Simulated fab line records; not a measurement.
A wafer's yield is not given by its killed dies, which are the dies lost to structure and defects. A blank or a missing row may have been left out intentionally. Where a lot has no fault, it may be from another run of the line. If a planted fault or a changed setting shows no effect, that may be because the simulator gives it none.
8D (eight disciplines) problem report, filled in by code | flow rit-cmos | the parts of the form that need people (team, actions taken, sign-off) are left out

== 1. THE ISSUE ==
Wafers free of any fault read 251.3 nm (standard deviation 2.3) for GATE_POLY_THK at RIT_GATE_THK_MEAS_09, against a mean of 121.4 nm on 6 wafers of 2 lots. Measured from the usual mean, that is -56 standard deviations.
The first sign was on wafer L628.4 at day 4 04:29, on film-metro-04. Wafers with a number at this step in the record: 42, from 14 lots. Rule for "out" (also "out of limits"): further than 4 standard deviations from the usual mean. Any other wafer with a number is counted as sound.

== 2. WHAT IT IS AND WHAT IT IS NOT ==
question                    | is                           | is not
which readings at this step | GATE_POLY_THK                | -
which lots                  | L628, L630                   | L620, L621, L624, L625, L633, L634, L635, L638, L639, L640, L641, L643
which wafers of those lots  | all that have a number       | -
read on which gauges        | film-metro-02, film-metro-04 | film-metro-03
when                        | from day 4 04:29             | up to then (12 sound wafers); but 24 sound wafers of L633, L634, L635, L638, L639, L640, L641, L643 came after

== 3. THE SUSPECTS, EACH WITH WHAT RULES IT OUT ==
Counting: a tool at a process step up to the reading stays a suspect if it ran every lot that is out and no sound lot after the first of them.
- the gauge at RIT_GATE_THK_MEAS_09 is ruled out. 2 gauges (film-metro-02, film-metro-04) read the wafers that are out.
- lpcvd-02 at RIT_GATE_CVD_08 (deposits poly-Si from SiH4, target thk 250 nm, time 2220 s): ruled out as a lasting fault. After its first lot that is out, L628 (day 4 02:50), sound lots L640, L641 ran on it.
Left after counting: nothing in the record.

== 4. THE CAUSE (what the simulator had put in) ==
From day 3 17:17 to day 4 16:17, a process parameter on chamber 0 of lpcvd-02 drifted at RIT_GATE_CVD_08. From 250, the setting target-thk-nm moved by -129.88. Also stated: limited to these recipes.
The count ruled it out by mistake, since the rule takes a fault to strike every lot its tool runs from the start of the fault on, and this one did not do so.

== 5. THE EFFECT CHAIN, in route order ==
Each row: a reading where the mean over the struck wafers with a number is more than 3 standard deviations away from the usual. Scope: only readings with a usual standard deviation given in the record; hours: median across lots of the time from each lot's start at the first step in this table that gives one to its start at this step; sigmas: change in usual standard deviations.
hours | step                 | reading        | usual      | on struck wafers | change | sigmas
0     | RIT_GATE_THK_MEAS_09 | GATE_POLY_THK  | 251.3 nm   | 121.4            | -129.9 | -56
1     | RIT_GATE_ETCH_19     | oes-product-au | 0.849 a.u. | 0.540            | -0.309 | -21
Process steps it contains:
- RIT_GATE_ETCH_19: etches poly-Si in SF6/CHF3/O2, stops on SiO2, time 165 s, target depth 312.5 nm.

== 6. WHAT WOULD HAVE CAUGHT IT SOONER ==
In this record the first reading out of limits at a measuring or inspecting step was taken at day 4 04:29, 11 hours after the fault began at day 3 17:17.
Tool readings at RIT_GATE_CVD_08 with a usual standard deviation given in the record: none out on any struck wafer, hence no alarm at a limit of 4 standard deviations on them.
